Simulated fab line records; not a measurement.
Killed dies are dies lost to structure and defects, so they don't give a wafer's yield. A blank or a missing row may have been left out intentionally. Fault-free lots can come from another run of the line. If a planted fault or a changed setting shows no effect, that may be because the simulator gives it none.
Which tool is to blame? + flow berkeley cmos170 + 7 lots with 21 wafers sampled at 2 steps, on a route of 331 steps

== WHAT THE GAUGES SHOWED, per wafer ==
UCB170_PWELL_TW_MEAS_17.
| lot  | measured    | on            | PWELL_TW    |
|------|-------------|---------------|-------------|
| L883 | day 3 22:18 | film metro-03 | 372 373 370 |
| L887 | day 4 18:06 | film metro-04 | 379 381 381 |
| L889 | day 5 04:21 | film metro-04 | 381 383 380 |
| L891 | day 5 12:53 | film metro-03 | 373 370 372 |
| L894 | day 6 13:47 | film metro-03 | 369 373 369 |
| L899 | day 7 15:23 | film metro-03 | 374 374 373 |
| L902 | day 8 00:11 | film metro-04 | 381 380 379 |

== WHAT TOOL EACH LOT RAN ON (gives the tool, then ch and the chambers of the sampled wafers, and finally the start) ==
| lot  | UCB170_PWELL_IMPLANT_15        |
|------|--------------------------------|
| L883 | implanter-01 ch 0, day 3 22:01 |
| L887 | implanter-02 ch 0, day 4 17:51 |
| L889 | implanter-01 ch 0, day 5 04:07 |
| L891 | implanter-01 ch 0, day 5 12:39 |
| L894 | implanter-04 ch 0, day 6 13:34 |
| L899 | implanter-01 ch 0, day 7 15:09 |
| L902 | implanter-04 ch 0, day 7 23:56 |
- UCB170_PWELL_IMPLANT_15

== THE ANSWER, worked out from the rows above alone ==
Rule: the lots themselves supply what counts as usual. The widest of any qualifying gaps counts: lots, ordered by their means at a reading, are off when they make up no more than a third of the lots, leave a main group of 4 or more, and stand apart from it by 3 or more times the standard deviation of that group's means. A main group whose means are all the same, to the digits that the tables above print for the reading, isn't used. A lot without any number at a reading at which 4 lots or more have one is off too. All remaining lots with rows at the step are treated as sound.
Nothing can be told from this: no lot is off at any reading shown.

== WHAT THE SIMULATOR HAD INSERTED ==
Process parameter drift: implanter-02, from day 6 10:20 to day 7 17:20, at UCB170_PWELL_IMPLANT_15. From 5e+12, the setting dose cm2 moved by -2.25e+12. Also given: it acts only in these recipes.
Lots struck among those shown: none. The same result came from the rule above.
